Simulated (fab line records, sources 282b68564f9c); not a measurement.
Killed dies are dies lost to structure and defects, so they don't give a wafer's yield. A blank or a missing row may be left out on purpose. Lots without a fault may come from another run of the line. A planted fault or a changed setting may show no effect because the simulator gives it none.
Problem report in the 8D (eight disciplines) form, filled by code | flow rit_cmos | the parts of the form that need people (team, actions taken, sign-off) are left out

1. THE PROBLEM
NSD_TW at RIT_NSD_TW_MEAS_10 reads a mean of 2898 on 6 wafers of 2 lots; wafers without a fault read 3118 with a standard deviation of 44. That is -5.0 standard deviations from the usual mean.
First seen on wafer L462.1, day 4 16:14, on film_metro-02. The record holds 39 wafers of 13 lots with a number at this step. Rule for "out", or "out of limits": more than 4 standard deviations from the usual mean. The other wafers with a number count as sound.

2. WHAT IT IS AND WHAT IT IS NOT
question                    | is                     | is not
which readings at this step | NSD_TW                 | -
which lots                  | L462, L464             | L454, L455, L456, L457, L458, L459, L468, L472, L473, L475, L477
which wafers of those lots  | all that have a number | -
read on which gauges        | film_metro-02          | film_metro-03, film_metro-04
when                        | from day 4 16:14       | up to then (18 sound wafers); but 15 sound wafers of L468, L472, L473, L475, L477 came after

3. SUSPECTS, AND WHAT RULES EACH OUT
Counting: a tool at a process step up to the reading stays a suspect if it ran every lot that is out and no sound lot after the first of them.
- the gauge at RIT_NSD_TW_MEAS_10: ruled out. All the wafers that are out were read on film_metro-02, but those of them that RIT_NSD_IMPLANT_08 has rows for are out there too, on other tools.
- implanter-03 at RIT_NSD_IMPLANT_08: kept. It ran every lot that is out, first L462 (day 4 15:54), and no sound lot after that; its last sound lot up to then is L459 (day 4 01:25). Its own readings are out on those wafers: beam_energy_keV.
Left after counting: implanter-03 at RIT_NSD_IMPLANT_08.

4. THE CAUSE (what the simulator had put in)
Process parameter drift: implanter-03, from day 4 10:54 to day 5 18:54, at RIT_NSD_IMPLANT_08. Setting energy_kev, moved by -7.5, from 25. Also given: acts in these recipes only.
Counting left only this tool.

5. THE CHAIN OF EFFECTS, in route order
Each row: a reading whose mean over the struck wafers that have a number lies more than 3 standard deviations from the usual. Only readings for which the record gives a usual standard deviation are gone through. hours: the time from each lot's start at the first step in this table that gives one to its start at this step, as a median over the lots. sigmas: the change in usual standard deviations.
hours | step                    | reading         | usual        | on struck wafers | change | sigmas
0     | RIT_NSD_IMPLANT_08      | beam_energy_keV | 25.000       | 17.505           | -7.495 | -99 or more
0     | RIT_NSD_TW_MEAS_10      | NSD_TW          | 3118         | 2898             | -220   | -5.0
2     | RIT_SDANNEAL_RS_MEAS_05 | NSD_RS          | 84.49 ohm/sq | 87.40            | +2.91  | +10
The process steps in it:
- RIT_NSD_IMPLANT_08

6. WHAT WOULD HAVE CAUGHT IT SOONER
In this record the first reading out of limits at a measuring or inspecting step was taken at day 4 16:14, 5 hours after the fault began at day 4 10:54.
The tool's own readings at RIT_NSD_IMPLANT_08 were out on every struck wafer that the step has a row for (beam_energy_keV): an alarm limit on them would have fired on the first of those.
Of the lots that are out (2), L464 began RIT_NSD_IMPLANT_08 on implanter-03 after day 4 16:14. A hold on the tool at that time would have spared it.
